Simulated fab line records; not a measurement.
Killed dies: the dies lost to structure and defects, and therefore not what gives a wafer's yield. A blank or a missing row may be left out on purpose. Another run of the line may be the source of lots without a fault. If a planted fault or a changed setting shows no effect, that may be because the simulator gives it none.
Which tool was responsible? | flow ritCmos | Sampling: 7 lots, 21 wafers, 2 of 202 route steps

WHAT THE GAUGES SHOWED, per wafer
RIT_WELLDRIVE_RS_MEAS_02: measurement is done with a four-point probe.
lot  | measured    | on           | PWELL_RS (ohm/sq)
L383 | day 2 15:08 | filmMetro-01 | 427.6 427.1 426.6
L386 | day 3 05:37 | filmMetro-01 | 425.8 426.6 428.3
L389 | day 4 01:04 | filmMetro-01 | 426.2 428.2 428.9
L393 | day 4 16:52 | filmMetro-02 | 426.0 426.8 426.7
L399 | day 6 01:37 | filmMetro-01 | 425.3 424.6 424.8
L401 | day 6 08:27 | filmMetro-04 | 431.8 431.0 433.1
L405 | day 7 14:11 | filmMetro-01 | 425.0 425.9 424.8

WHAT TOOL EACH LOT RAN ON (gives the tool, then ch and the chambers of the sampled wafers, and finally the start)
lot  | RIT_PWELL_IMPLANT_08
L383 | implanter-03 ch 0, day 2 08:24
L386 | implanter-03 ch 0, day 3 00:02
L389 | implanter-01 ch 0, day 3 18:56
L393 | implanter-03 ch 0, day 4 11:17
L399 | implanter-01 ch 0, day 5 19:14
L401 | implanter-01 ch 0, day 6 02:52
L405 | implanter-04 ch 0, day 7 08:01
- RIT_PWELL_IMPLANT_08

THE ANSWER, worked out from the rows above alone
Rule: usual is defined by the lots themselves. Put in order of their means at a reading, lots are off if they are a third of the lots or fewer, leave a main group of 4 or more, and stand apart from it by a gap of 3 or more times the standard deviation of the main group's means; of several such gaps the widest counts. A main group is skipped when, at the precision printed for the reading in the tables above, its means are all equal. Also off: a lot with no number at a reading for which 4 or more lots have one. The other lots that the step has rows for count as sound.
Off: L401, seen at RIT_WELLDRIVE_RS_MEAS_02 (PWELL_RS). Main group: mean 426.4 ohm/sq, sd 1.
If a tool, at a process step before that reading, ran all the lots that are off and no sound lot after the first of them, it fits. The gauges at RIT_WELLDRIVE_RS_MEAS_02 are tried like those tools. Can't be told from this: 2 tools fit, implanter-01 at RIT_PWELL_IMPLANT_08, filmMetro-04 at RIT_WELLDRIVE_RS_MEAS_02.

WHAT THE SIMULATOR HAD INSERTED
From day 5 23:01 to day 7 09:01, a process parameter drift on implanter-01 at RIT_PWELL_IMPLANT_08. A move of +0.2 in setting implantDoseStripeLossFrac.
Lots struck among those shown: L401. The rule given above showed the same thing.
